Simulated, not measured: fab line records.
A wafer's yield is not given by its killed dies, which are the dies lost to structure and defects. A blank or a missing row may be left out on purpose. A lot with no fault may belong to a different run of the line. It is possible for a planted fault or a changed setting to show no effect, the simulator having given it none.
fab line records	flow ritCmos
record lots=6	wafers=18	lastDay=7
route steps=202 shown SDANNEAL@156 PSD@157 NSD@158 PLDD@159 NLDD@160 SILICIDE@161 CONTACT@168 M1@202
lots that met no fault: taken from a fault-free run of the same line
startH: hours from the record's first day to the start of the lot's first wafer shown	waitH: hours since the lot's step before	" unchanged from the row above	L1.1+2: several wafers, shown together as one row	- no value, or no start given	* or withheld: withheld	< > ~ a bound
route shown NAME@n: names a module that has steps shown in the file, with the first one's number in the route	usual: mean/standard deviation taken from wafers without a fault	same: alike in all rows	chamber/n: place in a boat	sites: each site's reading	_std_site: the standard deviation of these	_edge_site: outer sites' mean less inner sites'	radiusMm: how far each site lies from the wafer's centre	mask NAME#n: copy n	behind: the tool/chamber that last shaped the wafer	hold: the reason the lot was held/the length of the hold in hours/how it ended	device: names the non-switching transistor (n, p or np)	end of line: tests of these same wafers at the route's end	a step given without rows: its recipe and nothing more	killed: dies that structure and defects cost at the first sort, which is not the same as the wafer's yield	map: shows each die of a wafer: x if killed, . if not, _ if none is there
set.NAME: the setting as run; set.NAME@STEP: as run at that earlier step	model.NAME: the simulator's own value behind a step, which no gauge read
a table for each step, a row for each wafer; lots at some steps of the route
services: a tool's chamber out of use, with start hour (startH, from the record's first day; less than 0 if before it), hours out, and reason
## steps
# step RIT_SDANNEAL_RTA_03
# recipe tempC=1050	timeS=5	idleTempC=600	rampUpCPerS=342	rampDownCPerS=171	coolToC=600	ambient=N2
# usual rampDownCPerS=171.00/0.031	wafer_temp_C_max=1053.5/1
lot.wafer	tool	chamber	startH	waitH	rampDownCPerS	wafer_temp_C_max
L333.1	rtpAnneal-01	0	66.34	0.0	170.96	1054.6
L333.2	"	0	"	"	171.08	1054.2
L333.4	"	0	"	"	171.05	1053.7
L337.2	rtpAnneal-01	0	81.24	0.0	171.00	1053.3
L337.4	"	0	"	"	171.06	1054.2
L337.5	"	0	"	"	170.98	1053.3
L348.1	rtpAnneal-02	0	126.11	0.0	171.00	1053.2
L348.4	"	0	"	"	170.99	1053.5
L348.5	"	0	"	"	170.98	1054.9
L351.1	rtpAnneal-01	0	141.24	0.0	170.97	1053.5
L351.2	"	0	"	"	170.96	1054.3
L351.5	"	0	"	"	170.98	1053.0
L353.3	rtpAnneal-01	0	153.03	0.0	170.98	1052.4
L353.4	"	0	"	"	171.02	1053.0
L353.6	"	0	"	"	171.03	1052.7
L356.2	rtpAnneal-02	0	168.78	0.0	170.99	1054.6
L356.3	"	0	"	"	171.01	1052.1
L356.4	"	0	"	"	171.04	1054.8
# step RIT_SDANNEAL_RS_MEAS_04
# recipe thkMeasGauge=four-point-probe
# usual PSD_RS=115.77/0.25
lot.wafer	tool	chamber	startH	waitH	PSD_RS[ohm/sq]
L333.1	filmMetro-01	-	66.40	0.0	115.55
L333.2	"	-	"	"	115.18
L333.4	"	-	"	"	115.47
L337.2	filmMetro-03	-	81.31	0.1	115.29
L337.4	"	-	"	"	115.67
L337.5	"	-	"	"	115.75
L348.1	filmMetro-04	-	126.17	0.0	115.58
L348.4	"	-	"	"	115.97
L348.5	"	-	"	"	115.54
L351.1	filmMetro-03	-	141.30	0.0	116.26
L351.2	"	-	"	"	115.68
L351.5	"	-	"	"	115.91
L353.3	filmMetro-03	-	153.11	0.1	116.19
L353.4	"	-	"	"	115.79
L353.6	"	-	"	"	115.90
L356.2	filmMetro-04	-	168.84	0.1	115.78
L356.3	"	-	"	"	115.90
L356.4	"	-	"	"	115.97
# step RIT_SDANNEAL_RS_MEAS_05
# recipe thkMeasGauge=four-point-probe
# usual NSD_RS=84.40/0.27
lot.wafer	tool	chamber	startH	waitH	NSD_RS[ohm/sq]
L333.1	filmMetro-01	-	66.52	0.1	84.65
L333.2	"	-	"	"	84.92
L333.4	"	-	"	"	84.86
L337.2	filmMetro-03	-	81.43	0.1	84.52
L337.4	"	-	"	"	84.13
L337.5	"	-	"	"	84.73
L348.1	filmMetro-04	-	126.29	0.1	84.16
L348.4	"	-	"	"	84.23
L348.5	"	-	"	"	84.47
L351.1	filmMetro-03	-	141.42	0.1	84.13
L351.2	"	-	"	"	84.13
L351.5	"	-	"	"	84.07
L353.3	filmMetro-03	-	153.23	0.1	84.35
L353.4	"	-	"	"	84.54
L353.6	"	-	"	"	83.98
L356.2	filmMetro-04	-	168.96	0.1	84.30
L356.3	"	-	"	"	84.21
L356.4	"	-	"	"	84.04
# step RIT_SDANNEAL_RS_MEAS_06
# recipe thkMeasGauge=four-point-probe
# usual PLDD_RS=178.6/0.39
lot.wafer	tool	chamber	startH	waitH	PLDD_RS[ohm/sq]
L333.1	filmMetro-01	-	66.64	0.1	179.0
L333.2	"	-	"	"	178.6
L333.4	"	-	"	"	178.3
L337.2	filmMetro-03	-	81.55	0.1	177.6
L337.4	"	-	"	"	178.2
L337.5	"	-	"	"	177.7
L348.1	filmMetro-04	-	126.41	0.1	178.2
L348.4	"	-	"	"	178.9
L348.5	"	-	"	"	178.8
L351.1	filmMetro-03	-	141.54	0.1	178.2
L351.2	"	-	"	"	178.4
L351.5	"	-	"	"	178.0
L353.3	filmMetro-03	-	153.35	0.1	178.6
L353.4	"	-	"	"	178.9
L353.6	"	-	"	"	178.5
L356.2	filmMetro-04	-	169.08	0.1	178.5
L356.3	"	-	"	"	179.1
L356.4	"	-	"	"	178.8
# step RIT_SDANNEAL_RS_MEAS_07
# recipe thkMeasGauge=four-point-probe
# usual NLDD_RS=151.5/0.55
lot.wafer	tool	chamber	startH	waitH	NLDD_RS[ohm/sq]
L333.1	filmMetro-01	-	66.76	0.1	151.2
L333.2	"	-	"	"	151.3
L333.4	"	-	"	"	151.0
L337.2	filmMetro-03	-	81.67	0.1	150.8
L337.4	"	-	"	"	151.0
L337.5	"	-	"	"	151.5
L348.1	filmMetro-04	-	126.53	0.1	150.6
L348.4	"	-	"	"	150.5
L348.5	"	-	"	"	150.7
L351.1	filmMetro-03	-	141.66	0.1	150.9
L351.2	"	-	"	"	151.4
L351.5	"	-	"	"	151.4
L353.3	filmMetro-03	-	153.47	0.1	151.3
L353.4	"	-	"	"	151.3
L353.6	"	-	"	"	151.7
L356.2	filmMetro-04	-	169.20	0.1	151.9
L356.3	"	-	"	"	151.8
L356.4	"	-	"	"	152.1
# step RIT_SILICIDE_WET_ETCH_00
# recipe chemistry=BOE	target=SiO2	targetDepthNm=14	timeS=15	dry=n2Spin	dilution=10:1	tempC=21.5
# step RIT_SILICIDE_SPUTTER_01
# recipe material=Ti	targetThkNm=30	powerW=350	chamberPressurePa=0.667	gas=Ar	timeS=240	substrateTempC=25
# usual throttleValvePct=30.4/1.1
lot.wafer	tool	chamber	startH	waitH	throttleValvePct
L333.1	pvdSputter-04	-	66.89	0.0	28.7
L333.2	"	-	"	"	31.4
L333.4	"	-	"	"	30.9
L337.2	pvdSputter-01	-	81.78	0.0	30.4
L337.4	"	-	"	"	29.4
L337.5	"	-	"	"	32.2
L348.1	pvdSputter-03	-	126.66	0.0	30.4
L348.4	"	-	"	"	30.5
L348.5	"	-	"	"	30.2
L351.1	pvdSputter-01	-	141.79	0.0	28.8
L351.2	"	-	"	"	30.2
L351.5	"	-	"	"	29.5
L353.3	pvdSputter-01	-	153.56	0.0	30.2
L353.4	"	-	"	"	32.1
L353.6	"	-	"	"	29.5
L356.2	pvdSputter-04	-	169.33	0.0	30.7
L356.3	"	-	"	"	28.5
L356.4	"	-	"	"	30.8
# step RIT_SILICIDE_RS_MEAS_02
# recipe thkMeasGauge=four-point-probe	reads=Ti_of_SILICIDE_SPUTTER_01
# usual SILICIDE_TI_RS=47.6/0.63
lot.wafer	tool	chamber	startH	waitH	SILICIDE_TI_RS[ohm/sq]
L333.1	filmMetro-02	-	67.04	0.1	46.2
L333.2	"	-	"	"	45.8
L333.4	"	-	"	"	45.9
L337.2	filmMetro-01	-	81.95	0.1	48.3
L337.4	"	-	"	"	48.3
L337.5	"	-	"	"	47.9
L348.1	filmMetro-01	-	126.81	0.1	47.0
L348.4	"	-	"	"	47.7
L348.5	"	-	"	"	47.3
L351.1	filmMetro-02	-	141.94	0.1	47.2
L351.2	"	-	"	"	47.6
L351.5	"	-	"	"	47.3
L353.3	filmMetro-02	-	153.75	0.1	48.5
L353.4	"	-	"	"	47.1
L353.6	"	-	"	"	47.4
L356.2	filmMetro-02	-	169.50	0.1	47.8
L356.3	"	-	"	"	47.5
L356.4	"	-	"	"	47.8
# step RIT_SILICIDE_THK_MEAS_03
# recipe thkMeasGauge=xrf	reads=Ti_of_SILICIDE_SPUTTER_01
# usual SILICIDE_TI_THK=30.6/0.35
lot.wafer	tool	chamber	startH	waitH	SILICIDE_TI_THK[nm]
L333.1	filmMetro-02	-	67.16	0.1	31.3
L333.2	"	-	"	"	31.6
L333.4	"	-	"	"	31.4
L337.2	filmMetro-01	-	82.06	0.1	30.0
L337.4	"	-	"	"	30.0
L337.5	"	-	"	"	30.0
L348.1	filmMetro-01	-	126.93	0.1	30.6
L348.4	"	-	"	"	30.5
L348.5	"	-	"	"	30.6
L351.1	filmMetro-02	-	142.06	0.1	30.8
L351.2	"	-	"	"	30.7
L351.5	"	-	"	"	30.8
L353.3	filmMetro-02	-	153.85	0.1	30.2
L353.4	"	-	"	"	31.0
L353.6	"	-	"	"	30.7
L356.2	filmMetro-02	-	169.61	0.1	30.6
L356.3	"	-	"	"	30.7
L356.4	"	-	"	"	30.6
# step RIT_SILICIDE_RTA_04
# recipe tempC=650	timeS=10	idleTempC=25	rampUpS=5	rampDownS=5	coolToC=25	ambient=N2
# usual wafer_temp_C_max=652.5/0.79
lot.wafer	tool	chamber	startH	waitH	wafer_temp_C_max
L333.1	rtpAnneal-02	0	67.22	0.1	650.9
L333.2	"	0	"	"	651.5
L333.4	"	0	"	"	651.2
L337.2	rtpAnneal-02	0	82.13	0.1	652.3
L337.4	"	0	"	"	652.2
L337.5	"	0	"	"	652.6
L348.1	rtpAnneal-01	0	126.99	0.1	653.0
L348.4	"	0	"	"	652.9
L348.5	"	0	"	"	653.1
L351.1	rtpAnneal-02	0	142.12	0.1	652.6
L351.2	"	0	"	"	651.4
L351.5	"	0	"	"	652.7
L353.3	rtpAnneal-02	0	153.91	0.1	652.2
L353.4	"	0	"	"	651.7
L353.6	"	0	"	"	652.2
L356.2	rtpAnneal-01	0	169.67	0.1	654.1
L356.3	"	0	"	"	654.3
L356.4	"	0	"	"	653.6
# step RIT_SILICIDE_WET_ETCH_05
# recipe chemistry=SPM	target=Ti	tempC=90	timeS=120	dry=n2Spin
# step RIT_SILICIDE_RTA_06
# recipe tempC=750	timeS=10	idleTempC=25	rampUpS=5	rampDownS=10	coolToC=25	ambient=N2
# usual wafer_temp_C_max=753.1/0.87
lot.wafer	tool	chamber	startH	waitH	wafer_temp_C_max
L333.1	rtpAnneal-01	0	67.33	0.0	752.8
L333.2	"	0	"	"	752.6
L333.4	"	0	"	"	752.3
L337.2	rtpAnneal-01	0	82.23	0.0	754.9
L337.4	"	0	"	"	754.5
L337.5	"	0	"	"	754.3
L348.1	rtpAnneal-02	0	127.10	0.0	753.0
L348.4	"	0	"	"	752.3
L348.5	"	0	"	"	752.0
L351.1	rtpAnneal-01	0	142.23	0.0	754.1
L351.2	"	0	"	"	753.5
L351.5	"	0	"	"	754.0
L353.3	rtpAnneal-01	0	154.02	0.0	752.6
L353.4	"	0	"	"	753.3
L353.6	"	0	"	"	753.0
L356.2	rtpAnneal-02	0	169.78	0.0	752.7
L356.3	"	0	"	"	752.1
L356.4	"	0	"	"	751.9
# step RIT_CONTACT_CVD_00
# recipe material=SiO2	targetThkNm=400	precursor=TEOS	tempC=390	timeS=61	rfW=400
# usual heaterPowerW=346/52
lot.wafer	tool	chamber	startH	waitH	heaterPowerW
L333.1	pecvd-04	0	67.39	0.1	304
L333.2	"	2	"	"	388
L333.4	"	1	"	"	304
L337.2	pecvd-02	0	82.29	0.0	302
L337.4	"	1	"	"	310
L337.5	"	2	"	"	362
L348.1	pecvd-02	2	127.17	0.1	291
L348.4	"	2	"	"	315
L348.5	"	1	"	"	300
L351.1	pecvd-02	1	142.30	0.1	350
L351.2	"	0	"	"	296
L351.5	"	0	"	"	301
L353.3	pecvd-01	1	154.06	0.0	273
L353.4	"	2	"	"	445
L353.6	"	1	"	"	290
L356.2	pecvd-01	0	169.83	0.0	466
L356.3	"	1	"	"	345
L356.4	"	1	"	"	358
# step RIT_CONTACT_THK_MEAS_01
# recipe reads=SiO2_of_CONTACT_CVD_00
# usual CONTACT_TEOS_THK=400/4.3
lot.wafer	tool	chamber	startH	waitH	CONTACT_TEOS_THK[nm]
L333.1	filmMetro-01	-	67.44	0.0	401
L333.2	"	-	"	"	397
L333.4	"	-	"	"	405
L337.2	filmMetro-02	-	82.35	0.0	396
L337.4	"	-	"	"	400
L337.5	"	-	"	"	400
L348.1	filmMetro-03	-	127.22	0.0	396
L348.4	"	-	"	"	403
L348.5	"	-	"	"	380
L351.1	filmMetro-03	-	142.35	0.0	368
L351.2	"	-	"	"	401
L351.5	"	-	"	"	404
L353.3	filmMetro-01	-	154.14	0.0	401
L353.4	"	-	"	"	399
L353.6	"	-	"	"	399
L356.2	filmMetro-01	-	169.90	0.0	397
L356.3	"	-	"	"	396
L356.4	"	-	"	"	405
# step RIT_CONTACT_HMDS_02
# recipe primeTimeS=60	primeTempC=140
# step RIT_M1_PROBE_99
# usual killedAtContacts=0.1/0.38	killedAtFrontEnd=7/3.2	killedDies=7/3.2	killedOpen=3.6/2.1	killedShort=3.5/2
# same grossDies=264	killed_at_M0_to_M3=0	killed_at_M4_up=0	killedAtBackSide=0	killedAtOther=0
lot.wafer	tool	chamber	startH	waitH	killedAtContacts	killedAtFrontEnd	killedDies	killedOpen	killedShort
L337.2	prober-01	-	89.28	0.1	1	4	5	3	2
L337.4	prober-01	-	89.38	0.2	0	6	6	5	1
L337.5	prober-01	-	89.43	0.2	0	14	14	8	6
L356.2	prober-02	-	176.36	0.1	0	4	4	2	2
L356.3	prober-02	-	176.41	0.2	0	3	3	2	1
L356.4	prober-02	-	176.46	0.2	0	3	3	3	0
# killed by level:class
L337.2 SPACER:geometricParticle:open=2 GATE:geometricParticle:short=1 SPACER:geometricParticle:short=1 CONTACT:geometricParticle:open=1
L337.4 GATE:geometricParticle:open=2 SILICIDE:geometricParticle:open=2 GATE:geometricParticle:short=1 REOX:geometricParticle:open=1
L337.5 FOX1:geometricParticle:short=2 GATE:geometricParticle:open=2 GATE:geometricParticle:short=2 REOX:geometricParticle:open=2 SPACER:geometricParticle:open=2 FOX1:geometricParticle:open=1 REOX:geometricParticle:short=1 SILICIDE:geometricParticle:open=1
L356.2 FOX1:geometricParticle:open=1 FOX2:geometricParticle:short=1 GATE:geometricParticle:short=1 SPACER:geometricParticle:open=1
L356.3 FOX2:geometricParticle:open=1 GATE:geometricParticle:short=1 GATE:geometricParticle:open=1
L356.4 GATE:geometricParticle:open=2 FOX2:geometricParticle:open=1
## services
tool	chamber	startH	hours	kind
rtpAnneal-01	-	47.98	6.3	pm
pecvd-01	-	50.15	1.2	repair
pvdSputter-01	-	74.48	2.7	repair
pecvd-04	-	89.48	2.9	repair
pvdSputter-01	-	111.58	6.5	repair
rtpAnneal-02	-	127.17	4.4	pm
pecvd-01	1	135.06	-	calibration
pvdSputter-01	-	137.05	1.7	repair
pvdSputter-04	-	154.64	3.9	repair
## key
firstSign step=RIT_CONTACT_THK_MEAS_01	reading=CONTACT_TEOS_THK	direction=down	sigmas=6	usual=400	struck=374
effect none on later readings
metAt RIT_CONTACT_CVD_00
struckWafers L348.5,L351.1
testerLeftOut L348,L351
onsetBetween 82.29 127.17
fault kind=siteProfileDrift	tool=pecvd-02	chamber=1	onsetH=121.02	steps=RIT_CONTACT_CVD_00	basis=fraction	maxAbsDrift=0.13497	slopeSharePerHr=67.487	sitePattern=0,0,0,0,0,-1,-1,-1,-1
# testerLeftOut: of these lots the tester's yield and bins aren't shown, on N5 and GAA mostly nor the transistor test; their killed dies are dies lost to structure and defects alone, not to doping, threshold or leakage, so they don't give the yield
